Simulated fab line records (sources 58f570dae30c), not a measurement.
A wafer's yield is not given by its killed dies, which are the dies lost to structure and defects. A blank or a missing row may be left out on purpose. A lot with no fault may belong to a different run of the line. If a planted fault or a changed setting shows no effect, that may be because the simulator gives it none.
Which tool was responsible? || flow berkeley_cmos170 || 42 wafers from 14 lots sampled at 4 of the route's 331 steps

## WHAT THE GAUGES READ, wafer by wafer
UCB170_SACOX_THK_MEAS_02.
{"lot": "L306", "measured": "day 4 14:19", "on": "film_metro-02", "SACOX_OXIDE_THK (nm)": "14.66 14.50 14.39"}
{"lot": "L307", "measured": "day 4 22:28", "on": "film_metro-02", "SACOX_OXIDE_THK (nm)": "14.34 14.34 13.98"}
{"lot": "L309", "measured": "day 5 15:04", "on": "film_metro-04", "SACOX_OXIDE_THK (nm)": "14.26 14.39 14.17"}
{"lot": "L310", "measured": "day 5 15:04", "on": "film_metro-02", "SACOX_OXIDE_THK (nm)": "14.05 14.42 14.29"}
{"lot": "L311", "measured": "day 6 00:47", "on": "film_metro-04", "SACOX_OXIDE_THK (nm)": "14.56 14.57 14.49"}
{"lot": "L315", "measured": "day 6 20:38", "on": "film_metro-01", "SACOX_OXIDE_THK (nm)": "14.84 14.75 14.66"}
{"lot": "L316", "measured": "day 6 20:37", "on": "film_metro-02", "SACOX_OXIDE_THK (nm)": "14.74 14.44 14.57"}
{"lot": "L317", "measured": "day 6 20:37", "on": "film_metro-04", "SACOX_OXIDE_THK (nm)": "14.35 14.37 14.26"}
{"lot": "L319", "measured": "day 7 10:19", "on": "film_metro-02", "SACOX_OXIDE_THK (nm)": "14.64 14.76 14.69"}
{"lot": "L323", "measured": "day 8 08:04", "on": "film_metro-01", "SACOX_OXIDE_THK (nm)": "14.31 14.17 14.20"}
{"lot": "L324", "measured": "day 8 17:17", "on": "film_metro-04", "SACOX_OXIDE_THK (nm)": "14.50 14.76 14.09"}
{"lot": "L325", "measured": "day 8 17:20", "on": "film_metro-01", "SACOX_OXIDE_THK (nm)": "14.61 14.70 14.85"}
{"lot": "L327", "measured": "day 9 05:23", "on": "film_metro-04", "SACOX_OXIDE_THK (nm)": "14.37 14.17 14.30"}
{"lot": "L328", "measured": "day 9 16:14", "on": "film_metro-04", "SACOX_OXIDE_THK (nm)": "13.52 13.67 13.85"}

## TOOL THAT RAN EACH LOT (tool first, then ch and the chambers of the sampled wafers, then the start)
{"lot": "L306", "UCB170_ZERO_ETCH_06": "rie_diel-03 ch 1,3, day 1 19:35", "UCB170_NWELL_ETCH_13": "rie_diel-01 ch 1,2, day 2 04:20", "UCB170_PFIELD_IMPLANT_07": "implanter-01 ch 0, day 3 19:38"}
{"lot": "L307", "UCB170_ZERO_ETCH_06": "rie_diel-03 ch 1,2, day 2 01:02", "UCB170_NWELL_ETCH_13": "rie_diel-04 ch 0,1,2, day 2 14:26", "UCB170_PFIELD_IMPLANT_07": "implanter-01 ch 0, day 4 05:53"}
{"lot": "L309", "UCB170_ZERO_ETCH_06": "rie_diel-02 ch 0,1,3, day 2 12:10", "UCB170_NWELL_ETCH_13": "rie_diel-02 ch 0,3, day 3 00:22", "UCB170_PFIELD_IMPLANT_07": "implanter-01 ch 0, day 5 01:20"}
{"lot": "L310", "UCB170_ZERO_ETCH_06": "rie_diel-01 ch 0,2,3, day 2 14:48", "UCB170_NWELL_ETCH_13": "rie_diel-04 ch 0,2,3, day 3 01:29", "UCB170_PFIELD_IMPLANT_07": "implanter-02 ch 0, day 5 01:53"}
{"lot": "L311", "UCB170_ZERO_ETCH_06": "rie_diel-02 ch 2,3, day 2 21:20", "UCB170_NWELL_ETCH_13": "rie_diel-01 ch 0,1,2, day 3 09:26", "UCB170_PFIELD_IMPLANT_07": "implanter-01 ch 0, day 5 10:16"}
{"lot": "L315", "UCB170_ZERO_ETCH_06": "rie_diel-01 ch 0,2,3, day 3 15:19", "UCB170_NWELL_ETCH_13": "rie_diel-04 ch 0,1,2, day 4 00:39", "UCB170_PFIELD_IMPLANT_07": "implanter-01 ch 0, day 6 06:44"}
{"lot": "L316", "UCB170_ZERO_ETCH_06": "rie_diel-02 ch 0,3, day 3 19:50", "UCB170_NWELL_ETCH_13": "rie_diel-04 ch 0,1, day 4 05:25", "UCB170_PFIELD_IMPLANT_07": "implanter-01 ch 0, day 6 05:31"}
{"lot": "L317", "UCB170_ZERO_ETCH_06": "rie_diel-01 ch 0,1,3, day 3 23:50", "UCB170_NWELL_ETCH_13": "rie_diel-02 ch 0,1,3, day 4 09:35", "UCB170_PFIELD_IMPLANT_07": "implanter-04 ch 0, day 6 06:26"}
{"lot": "L319", "UCB170_ZERO_ETCH_06": "rie_diel-01 ch 2,3, day 4 07:58", "UCB170_NWELL_ETCH_13": "rie_diel-02 ch 0,3, day 4 17:12", "UCB170_PFIELD_IMPLANT_07": "implanter-02 ch 0, day 6 15:56"}
{"lot": "L323", "UCB170_ZERO_ETCH_06": "rie_diel-01 ch 0,3, day 5 05:18", "UCB170_NWELL_ETCH_13": "rie_diel-01 ch 0,3, day 5 16:30", "UCB170_PFIELD_IMPLANT_07": "implanter-04 ch 0, day 7 10:31"}
{"lot": "L324", "UCB170_ZERO_ETCH_06": "rie_diel-01 ch 0,1, day 5 12:02", "UCB170_NWELL_ETCH_13": "rie_diel-04 ch 1,2,3, day 5 21:32", "UCB170_PFIELD_IMPLANT_07": "implanter-04 ch 0, day 8 00:22"}
{"lot": "L325", "UCB170_ZERO_ETCH_06": "rie_diel-03 ch 1,3, day 5 14:36", "UCB170_NWELL_ETCH_13": "rie_diel-01 ch 0,2,3, day 6 01:59", "UCB170_PFIELD_IMPLANT_07": "implanter-02 ch 0, day 8 00:41"}
{"lot": "L327", "UCB170_ZERO_ETCH_06": "rie_diel-03 ch 0,1, day 6 02:47", "UCB170_NWELL_ETCH_13": "rie_diel-01 ch 0,3, day 6 14:28", "UCB170_PFIELD_IMPLANT_07": "implanter-04 ch 0, day 8 11:14"}
{"lot": "L328", "UCB170_ZERO_ETCH_06": "rie_diel-03 ch 0,2, day 6 08:46", "UCB170_NWELL_ETCH_13": "rie_diel-01 ch 2,3, day 6 20:34", "UCB170_PFIELD_IMPLANT_07": "implanter-02 ch 0, day 8 17:37"}
- UCB170_ZERO_ETCH_06: etches SiO2 in CHF3/CF4/Ar, time 12 s.
- UCB170_NWELL_ETCH_13: etches Si3N4 in CH3F/Ar/O2, stops on SiO2, target depth 246.4 nm, time 154 s.
- UCB170_PFIELD_IMPLANT_07

## AS READ BY THE TOOLS THEMSELVES (means over the sampled wafers that have a number; for cases with no such wafer, the mark the record gives instead)
UCB170_ZERO_ETCH_06.
{"lot": "L306", "tool": "rie_diel-03", "CHF3_flow_sccm (sccm)": 50.06, "drypump_motor_current_A (A)": 5.8, "oes_product_au (a.u.)": 0.616, "throttle_valve_pct (%)": 9.09}
{"lot": "L307", "tool": "rie_diel-03", "CHF3_flow_sccm (sccm)": 50.18, "drypump_motor_current_A (A)": 5.4, "oes_product_au (a.u.)": 0.608, "throttle_valve_pct (%)": 9.40}
{"lot": "L309", "tool": "rie_diel-02", "CHF3_flow_sccm (sccm)": 50.06, "drypump_motor_current_A (A)": 5.4, "oes_product_au (a.u.)": 0.600, "throttle_valve_pct (%)": 9.18}
{"lot": "L310", "tool": "rie_diel-01", "CHF3_flow_sccm (sccm)": 49.89, "drypump_motor_current_A (A)": 6.3, "oes_product_au (a.u.)": 0.616, "throttle_valve_pct (%)": 9.25}
{"lot": "L311", "tool": "rie_diel-02", "CHF3_flow_sccm (sccm)": 49.91, "drypump_motor_current_A (A)": 6.1, "oes_product_au (a.u.)": 0.617, "throttle_valve_pct (%)": 9.05}
{"lot": "L315", "tool": "rie_diel-01", "CHF3_flow_sccm (sccm)": 49.96, "drypump_motor_current_A (A)": 6.3, "oes_product_au (a.u.)": 0.619, "throttle_valve_pct (%)": 9.24}
{"lot": "L316", "tool": "rie_diel-02", "CHF3_flow_sccm (sccm)": 50.04, "drypump_motor_current_A (A)": 5.7, "oes_product_au (a.u.)": 0.598, "throttle_valve_pct (%)": 9.21}
{"lot": "L317", "tool": "rie_diel-01", "CHF3_flow_sccm (sccm)": 49.98, "drypump_motor_current_A (A)": 5.9, "oes_product_au (a.u.)": 0.612, "throttle_valve_pct (%)": 9.28}
{"lot": "L319", "tool": "rie_diel-01", "CHF3_flow_sccm (sccm)": 50.00, "drypump_motor_current_A (A)": 6.3, "oes_product_au (a.u.)": 0.630, "throttle_valve_pct (%)": 9.15}
{"lot": "L323", "tool": "rie_diel-01", "CHF3_flow_sccm (sccm)": 50.09, "drypump_motor_current_A (A)": 6.2, "oes_product_au (a.u.)": 0.623, "throttle_valve_pct (%)": 9.23}
{"lot": "L324", "tool": "rie_diel-01", "CHF3_flow_sccm (sccm)": 50.08, "drypump_motor_current_A (A)": 5.9, "oes_product_au (a.u.)": 0.612, "throttle_valve_pct (%)": 9.38}
{"lot": "L325", "tool": "rie_diel-03", "CHF3_flow_sccm (sccm)": 50.04, "drypump_motor_current_A (A)": 5.8, "oes_product_au (a.u.)": 0.621, "throttle_valve_pct (%)": 9.09}
{"lot": "L327", "tool": "rie_diel-03", "CHF3_flow_sccm (sccm)": 50.06, "drypump_motor_current_A (A)": 5.8, "oes_product_au (a.u.)": 0.613, "throttle_valve_pct (%)": 9.09}
{"lot": "L328", "tool": "rie_diel-03", "CHF3_flow_sccm (sccm)": 50.03, "drypump_motor_current_A (A)": 5.7, "oes_product_au (a.u.)": 0.610, "throttle_valve_pct (%)": 9.45}

UCB170_NWELL_ETCH_13.
{"lot": "L306", "tool": "rie_diel-01", "O2_flow_sccm (sccm)": 7.010, "drypump_motor_current_A (A)": 6.0, "oes_product_au (a.u.)": 0.948, "throttle_valve_pct (%)": 8.02}
{"lot": "L307", "tool": "rie_diel-04", "O2_flow_sccm (sccm)": 7.003, "drypump_motor_current_A (A)": 5.7, "oes_product_au (a.u.)": 0.934, "throttle_valve_pct (%)": 7.89}
{"lot": "L309", "tool": "rie_diel-02", "O2_flow_sccm (sccm)": 6.984, "drypump_motor_current_A (A)": 5.5, "oes_product_au (a.u.)": 0.910, "throttle_valve_pct (%)": 7.97}
{"lot": "L310", "tool": "rie_diel-04", "O2_flow_sccm (sccm)": 7.014, "drypump_motor_current_A (A)": 5.8, "oes_product_au (a.u.)": 0.951, "throttle_valve_pct (%)": 7.98}
{"lot": "L311", "tool": "rie_diel-01", "O2_flow_sccm (sccm)": 7.002, "drypump_motor_current_A (A)": 5.9, "oes_product_au (a.u.)": 0.934, "throttle_valve_pct (%)": 8.11}
{"lot": "L315", "tool": "rie_diel-04", "O2_flow_sccm (sccm)": 7.012, "drypump_motor_current_A (A)": 5.7, "oes_product_au (a.u.)": 0.943, "throttle_valve_pct (%)": 7.89}
{"lot": "L316", "tool": "rie_diel-04", "O2_flow_sccm (sccm)": 7.002, "drypump_motor_current_A (A)": 6.0, "oes_product_au (a.u.)": 0.928, "throttle_valve_pct (%)": 7.86}
{"lot": "L317", "tool": "rie_diel-02", "O2_flow_sccm (sccm)": 7.021, "drypump_motor_current_A (A)": 5.4, "oes_product_au (a.u.)": 0.908, "throttle_valve_pct (%)": 8.01}
{"lot": "L319", "tool": "rie_diel-02", "O2_flow_sccm (sccm)": 7.000, "drypump_motor_current_A (A)": 5.7, "oes_product_au (a.u.)": 0.914, "throttle_valve_pct (%)": 8.06}
{"lot": "L323", "tool": "rie_diel-01", "O2_flow_sccm (sccm)": 7.003, "drypump_motor_current_A (A)": 6.3, "oes_product_au (a.u.)": 0.934, "throttle_valve_pct (%)": 8.15}
{"lot": "L324", "tool": "rie_diel-04", "O2_flow_sccm (sccm)": 6.989, "drypump_motor_current_A (A)": 5.7, "oes_product_au (a.u.)": 0.946, "throttle_valve_pct (%)": 7.97}
{"lot": "L325", "tool": "rie_diel-01", "O2_flow_sccm (sccm)": 6.999, "drypump_motor_current_A (A)": 6.3, "oes_product_au (a.u.)": 0.938, "throttle_valve_pct (%)": 8.05}
{"lot": "L327", "tool": "rie_diel-01", "O2_flow_sccm (sccm)": 7.013, "drypump_motor_current_A (A)": 6.3, "oes_product_au (a.u.)": 0.929, "throttle_valve_pct (%)": 8.14}
{"lot": "L328", "tool": "rie_diel-01", "O2_flow_sccm (sccm)": 7.026, "drypump_motor_current_A (A)": 6.3, "oes_product_au (a.u.)": 0.952, "throttle_valve_pct (%)": 7.97}

UCB170_PFIELD_IMPLANT_07.
{"lot": "L306", "tool": "implanter-01", "dose_ions_cm2": 2.0000e+13}
{"lot": "L307", "tool": "implanter-01", "dose_ions_cm2": 2.0001e+13}
{"lot": "L309", "tool": "implanter-01", "dose_ions_cm2": 2.0021e+13}
{"lot": "L310", "tool": "implanter-02", "dose_ions_cm2": 1.9974e+13}
{"lot": "L311", "tool": "implanter-01", "dose_ions_cm2": 1.9989e+13}
{"lot": "L315", "tool": "implanter-01", "dose_ions_cm2": 1.9347e+13}
{"lot": "L316", "tool": "implanter-01", "dose_ions_cm2": 1.9379e+13}
{"lot": "L317", "tool": "implanter-04", "dose_ions_cm2": 1.9967e+13}
{"lot": "L319", "tool": "implanter-02", "dose_ions_cm2": 2.0031e+13}
{"lot": "L323", "tool": "implanter-04", "dose_ions_cm2": 1.9989e+13}
{"lot": "L324", "tool": "implanter-04", "dose_ions_cm2": 1.9979e+13}
{"lot": "L325", "tool": "implanter-02", "dose_ions_cm2": 1.9994e+13}
{"lot": "L327", "tool": "implanter-04", "dose_ions_cm2": 1.9991e+13}
{"lot": "L328", "tool": "implanter-02", "dose_ions_cm2": 1.9999e+13}

## THE ANSWER, worked out from the rows above alone
Rule: the lots themselves supply what counts as usual. The widest of any qualifying gaps counts: lots, ordered by their means at a reading, are off when they make up no more than a third of the lots, leave a main group of 4 or more, and stand apart from it by 3 or more times the standard deviation of that group's means. If all means in a main group match to the digits the tables above print for the reading, that group is not used. Also off: a lot with no number at a reading for which 4 or more lots have one. The other lots that the step has rows for count as sound. Order of review: gauges by route order, followed by the tools' own readings, for which a lot's mean as printed above is used. At the first step where some lot is off, the reading lying furthest off is the one used; lots without a number count as furthest.
Off, at UCB170_PFIELD_IMPLANT_07 on dose_ions_cm2: L315, L316. The main group: mean 1.9995e+13, standard deviation 1.7e+10.
A tool fits if, at that step or a process step before it, it ran every lot that is off, and no sound lot after the first of them. One fits: UCB170_PFIELD_IMPLANT_07 on implanter-01. A fault onset in the window from L311 (day 5 10:16, its last sound lot) to L316 (day 6 05:31, its first lot off) fits.
On the lots that are off, the tool's own readings at UCB170_PFIELD_IMPLANT_07 differ by more than 5 times the standard deviation of the sound lots' means, which bears it out; dose_ions_cm2 reads 1.9363e+13 there versus 1.9995e+13 on the sound lots.

## WHAT THE SIMULATOR HAD INSERTED
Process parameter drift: implanter-01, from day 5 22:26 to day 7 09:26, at UCB170_PFIELD_IMPLANT_07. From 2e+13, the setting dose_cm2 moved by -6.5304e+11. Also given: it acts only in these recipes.
Shown lots that were struck: L316, L315. The rule given above showed the same thing.
